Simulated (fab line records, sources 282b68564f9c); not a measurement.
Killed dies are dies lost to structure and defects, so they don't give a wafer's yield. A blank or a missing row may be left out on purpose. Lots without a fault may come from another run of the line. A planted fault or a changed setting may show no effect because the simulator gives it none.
Which tool did it? | flow rit_cmos | 15 lots, 45 wafers sampled, at 4 steps of a route of 202

WHAT THE GAUGES READ, wafer by wafer
RIT_M1_CD_MEAS_09: target cd 2600 nm.
lot  | measured    | on        | cd_nm (nm)
L705 | day 3 14:38 | cd_sem-02 | 2598.8 2596.7 2599.4
L706 | day 3 21:04 | cd_sem-02 | 2597.3 2597.6 2597.4
L708 | day 4 08:11 | cd_sem-02 | 2599.3 2598.2 2598.9
L710 | day 4 23:52 | cd_sem-01 | 2597.2 2595.6 2595.4
L712 | day 5 06:04 | cd_sem-01 | 2600.0 2597.9 2600.1
L713 | day 5 08:01 | cd_sem-02 | 2596.8 2597.9 2597.4
L716 | day 5 23:52 | cd_sem-02 | 2601.8 2598.6 2599.3
L719 | day 6 10:43 | cd_sem-01 | 2598.7 2598.4 2597.3
L720 | day 6 16:10 | cd_sem-01 | 2598.9 2599.8 2597.9
L721 | day 6 19:39 | cd_sem-02 | 2599.7 2599.6 2599.6
L722 | day 6 22:52 | cd_sem-02 | 2602.9 2603.7 2602.8
L723 | day 7 10:01 | cd_sem-02 | 2601.5 2597.5 2598.7
L724 | day 7 11:16 | cd_sem-01 | 2598.5 2597.6 2598.7
L726 | day 7 18:15 | cd_sem-02 | 2601.4 2603.1 2601.9
L727 | day 8 03:21 | cd_sem-02 | 2595.8 2599.2 2597.8

RIT_M1_BOW_MEAS_16.
lot  | measured    | on            | M1_BOW (um)
L705 | day 3 17:11 | film_metro-03 | 10 27 15
L706 | day 3 23:35 | film_metro-02 | 15 15 33
L708 | day 4 10:53 | film_metro-02 | 13 14 17
L710 | day 5 02:34 | film_metro-03 | 35 14 11
L712 | day 5 08:38 | film_metro-03 | 5 16 12
L713 | day 5 10:52 | film_metro-03 | 9 12 5
L716 | day 6 02:35 | film_metro-01 | 19 19 23
L719 | day 6 13:21 | film_metro-03 | 22 30 10
L720 | day 6 18:43 | film_metro-02 | 10 14 17
L721 | day 6 22:38 | film_metro-03 | 18 10 19
L722 | day 7 01:25 | film_metro-03 | 14 12 18
L723 | day 7 12:34 | film_metro-02 | 8 23 10
L724 | day 7 14:02 | film_metro-02 | 17 21 11
L726 | day 7 20:47 | film_metro-02 | 19 29 4
L727 | day 8 06:04 | film_metro-02 | 22 18 16

WHICH TOOL RAN EACH LOT (tool, then ch and the chambers of the sampled wafers, then the start)
lot  | RIT_SILICIDE_RTA_04             | RIT_M1_METAL_ETCH_12
L705 | rtp_anneal-01 ch 0, day 3 10:44 | rie_metal-02 ch 0, day 3 15:02
L706 | rtp_anneal-02 ch 0, day 3 16:54 | rie_metal-01 ch 0,1, day 3 21:26
L708 | rtp_anneal-02 ch 0, day 4 04:15 | rie_metal-02 ch 1, day 4 08:42
L710 | rtp_anneal-02 ch 0, day 4 19:23 | rie_metal-04 ch 0,1, day 5 00:27
L712 | rtp_anneal-02 ch 0, day 5 02:11 | rie_metal-01 ch 0,1, day 5 06:28
L713 | rtp_anneal-01 ch 0, day 5 03:48 | rie_metal-02 ch 1, day 5 08:28
L716 | rtp_anneal-02 ch 0, day 5 19:42 | rie_metal-02 ch 1, day 6 00:19
L719 | rtp_anneal-01 ch 0, day 6 06:56 | rie_metal-02 ch 0,1, day 6 11:07
L720 | rtp_anneal-02 ch 0, day 6 11:57 | rie_metal-04 ch 0,1, day 6 16:34
L721 | rtp_anneal-01 ch 0, day 6 15:40 | rie_metal-01 ch 0,1, day 6 20:16
L722 | rtp_anneal-02 ch 0, day 6 18:35 | rie_metal-04 ch 0,1, day 6 23:15
L723 | rtp_anneal-01 ch 0, day 7 06:04 | rie_metal-01 ch 0,1, day 7 10:25
L724 | rtp_anneal-02 ch 0, day 7 07:27 | rie_metal-04 ch 0,1, day 7 11:40
L726 | rtp_anneal-02 ch 0, day 7 14:05 | rie_metal-01 ch 0,1, day 7 18:38
L727 | rtp_anneal-01 ch 0, day 7 23:07 | rie_metal-04 ch 0,1, day 8 03:45
- RIT_SILICIDE_RTA_04: time 10 s, ramp up 5 s, ramp down 5 s.
- RIT_M1_METAL_ETCH_12: etches Al in Cl2/BCl3, stops on SiO2, time 165 s, target depth 600 nm.

WHAT THE TOOLS THEMSELVES READ (means of the sampled wafers that have a number; where no wafer has one, the mark that the record gives instead)
RIT_SILICIDE_RTA_04.
lot  | tool          | wafer_temp_C_max
L705 | rtp_anneal-01 | 651.8
L706 | rtp_anneal-02 | 654.1
L708 | rtp_anneal-02 | 653.8
L710 | rtp_anneal-02 | 654.5
L712 | rtp_anneal-02 | 653.8
L713 | rtp_anneal-01 | 651.9
L716 | rtp_anneal-02 | 653.7
L719 | rtp_anneal-01 | 651.9
L720 | rtp_anneal-02 | 654.5
L721 | rtp_anneal-01 | 652.1
L722 | rtp_anneal-02 | 654.2
L723 | rtp_anneal-01 | 651.9
L724 | rtp_anneal-02 | 653.2
L726 | rtp_anneal-02 | 652.9
L727 | rtp_anneal-01 | 651.4

RIT_M1_METAL_ETCH_12.
lot  | tool         | drypump_motor_current_A (A) | oes_product_au (a.u.) | run_length_s (s) | throttle_valve_pct (%)
L705 | rie_metal-02 | 6.05                        | 0.786                 | 193.2            | 8.12
L706 | rie_metal-01 | 5.67                        | 0.775                 | 193.5            | 8.24
L708 | rie_metal-02 | 5.25                        | 0.783                 | 193.3            | 8.29
L710 | rie_metal-04 | 5.32                        | 0.788                 | 192.9            | 8.24
L712 | rie_metal-01 | 5.79                        | 0.780                 | 193.4            | 8.18
L713 | rie_metal-02 | 5.25                        | 0.989                 | 154.7            | 8.27
L716 | rie_metal-02 | 5.25                        | 1.003                 | 152.3            | 8.27
L719 | rie_metal-02 | 5.78                        | 1.014                 | 152.2            | 8.15
L720 | rie_metal-04 | 5.32                        | 0.806                 | 192.8            | 8.22
L721 | rie_metal-01 | 5.81                        | 0.780                 | 193.3            | 8.18
L722 | rie_metal-04 | 5.32                        | 0.793                 | 192.7            | 8.25
L723 | rie_metal-01 | 5.68                        | 0.775                 | 193.4            | 8.24
L724 | rie_metal-04 | 5.32                        | 0.798                 | 193.1            | 8.23
L726 | rie_metal-01 | 5.67                        | 0.768                 | 193.4            | 8.25
L727 | rie_metal-04 | 5.29                        | 0.794                 | 192.7            | 8.25

THE ANSWER, worked out from the rows above alone
Rule: what is usual is taken from the lots themselves. Put in order of their means at a reading, lots are off if they are a third of the lots or fewer, leave a main group of 4 or more, and stand apart from it by a gap of 3 or more times the standard deviation of the main group's means; of several such gaps the widest counts. A main group whose means are all the same, to the digits that the tables above print for the reading, isn't used. A lot without any number at a reading at which 4 lots or more have one is off too. The other lots that the step has rows for count as sound. The gauges are gone through in route order, then the tools' own readings, and for those a lot's mean is taken as printed above. The first step at which some lot is off is used, and at that step the reading that is off furthest; a lot without a number counts as furthest.
Off: L713, L716, L719, at RIT_M1_METAL_ETCH_12 (run_length_s). The main group: mean 193.1 s, standard deviation 0.28.
A tool fits if, at that step or a process step before it, it ran every lot that is off, and no sound lot after the first of them. One fits: rie_metal-02 at RIT_M1_METAL_ETCH_12. Its last sound lot is L708 (day 4 08:42), its first lot that is off L713 (day 5 08:28): a fault that began between those two fits.
The tool's own readings at RIT_M1_METAL_ETCH_12 bear it out: on the lots that are off they differ by more than 5 times the standard deviation of the sound lots' means. oes_product_au reads 1.002 a.u. there against 0.786 a.u. on the sound lots; run_length_s reads 153.1 s there against 193.1 s on the sound lots.

WHAT THE SIMULATOR HAD PUT IN
Process parameter drift: rie_metal-02, from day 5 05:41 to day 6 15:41, at RIT_M1_METAL_ETCH_12. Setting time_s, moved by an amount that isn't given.
Lots struck among those shown: L713, L716, L719. The rule above found the same.
